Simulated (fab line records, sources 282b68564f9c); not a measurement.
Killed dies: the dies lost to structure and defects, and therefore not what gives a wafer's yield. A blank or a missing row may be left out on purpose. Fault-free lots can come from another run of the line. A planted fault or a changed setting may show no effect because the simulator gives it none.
Lot-split experiment	flow rit cmos	on a route of 202 steps: 5 lots, 23 wafers read

== ABOUT THE SPLIT ==
At RIT_NWELL_IMPLANT_08, the setting energy kev was moved away from the recipe's 170 on 11 of the 23 wafers read, by -6.0% to -2.4%. For the rest of the wafers, this setting stayed at what the recipe calls for.

Reading taken at the split's own step.

== THE READING ==
The simulator's own value implant.drp nm, read by no gauge, in nm at RIT_NWELL_IMPLANT_08. The file gives no usual value for it.

wafer	tool, chamber at the split	energy kev as run	against the recipe	implant.drp nm, nm	against lot-mates on the recipe
L074.1	implanter-03, 0	165.9	-2.4%	67.6	-1.22
L074.3	implanter-03, 0	165.9	-2.4%	67.6	-1.22
L074.6	implanter-03, 0	165.9	-2.4%	67.6	-1.22
L074.4	implanter-03, 0	170	recipe	68.82	-
L074.5	implanter-03, 0	170	recipe	68.82	-
L076.2	implanter-04, 0	170	recipe	68.82	-
L076.5	implanter-04, 0	170	recipe	68.82	-
L076.6	implanter-04, 0	170	recipe	68.82	-
L078.1	implanter-02, 0	163.6	-3.8%	66.91	-1.91
L078.4	implanter-02, 0	163.6	-3.8%	66.91	-1.91
L078.6	implanter-02, 0	163.6	-3.8%	66.91	-1.91
L078.3	implanter-02, 0	170	recipe	68.82	-
L078.5	implanter-02, 0	170	recipe	68.82	-
L079.1	implanter-03, 0	170	recipe	68.82	-
L079.3	implanter-03, 0	170	recipe	68.82	-
L079.5	implanter-03, 0	170	recipe	68.82	-
L079.2	implanter-03, 0	161.6	-4.9%	66.31	-2.51
L079.6	implanter-03, 0	161.6	-4.9%	66.31	-2.51
L083.1	implanter-03, 0	159.8	-6.0%	65.76	-3.06
L083.2	implanter-03, 0	159.8	-6.0%	65.76	-3.06
L083.3	implanter-03, 0	159.8	-6.0%	65.76	-3.06
L083.5	implanter-03, 0	170	recipe	68.82	-
L083.6	implanter-03, 0	170	recipe	68.82	-

THE FIT
A straight line over all 23 wafers: implant.drp nm changes by +0.509 nm for each +1% of energy kev; r = +1.00; the points scatter about the line by 0.0044 nm.
The same after taking each lot's own level away (the mean of its wafers on the recipe; 23 wafers): +0.509 nm for each +1%; r = +1.00; scatter 0.0044 nm.
The reading moves by 3.1 nm for the largest change in energy kev, on that fit.
The lots' own levels span 68.820 to 68.820 nm.
Consequently the slope shifts little with the lot-to-lot level, the two slopes agreeing.
Check: for one of the wafers moved furthest among these (-6.0%), held out of the fit, the line's prediction against its lot-mates is -3.05 nm. Against them it came out at -3.06 nm.

== OTHER SPLITS APPLIED TO THESE WAFERS ==
Before the reading, these wafers also passed through other splits. Each is held against what the fit with the lots' levels taken away leaves over:
other split on the same wafers	wafers away from the commonest value	r with implant.drp nm (lot level and that fit taken away)
RIT_ACTIVE_EXPOSE_08 dose mj	9	+0.09
RIT_ACTIVE_DEVELOP_10 develop time s	9	+0.51
RIT_ACTIVE_ETCH_13 time s	5	+0.09
RIT_FOX2_CLEAN_02 time s	15	-0.05

== THE WHOLE CHAIN: every reading that the file lists as answering this split, in the file's order ==
step	what it does	reading	change (the file's fit)	r (the file's)
RIT_NWELL_IMPLANT_08		implant.rp nm (the simulator's own value, which no gauge read)	+2.21 nm for each +1% of the setting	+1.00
RIT_NWELL_IMPLANT_08		implant.drp nm (the simulator's own value, which no gauge read)	+0.51 nm for each +1% of the setting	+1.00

== FILE'S OWN FIT ==
implant.drp nm changes by +0.51 nm for each +1% of energy kev, r = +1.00.
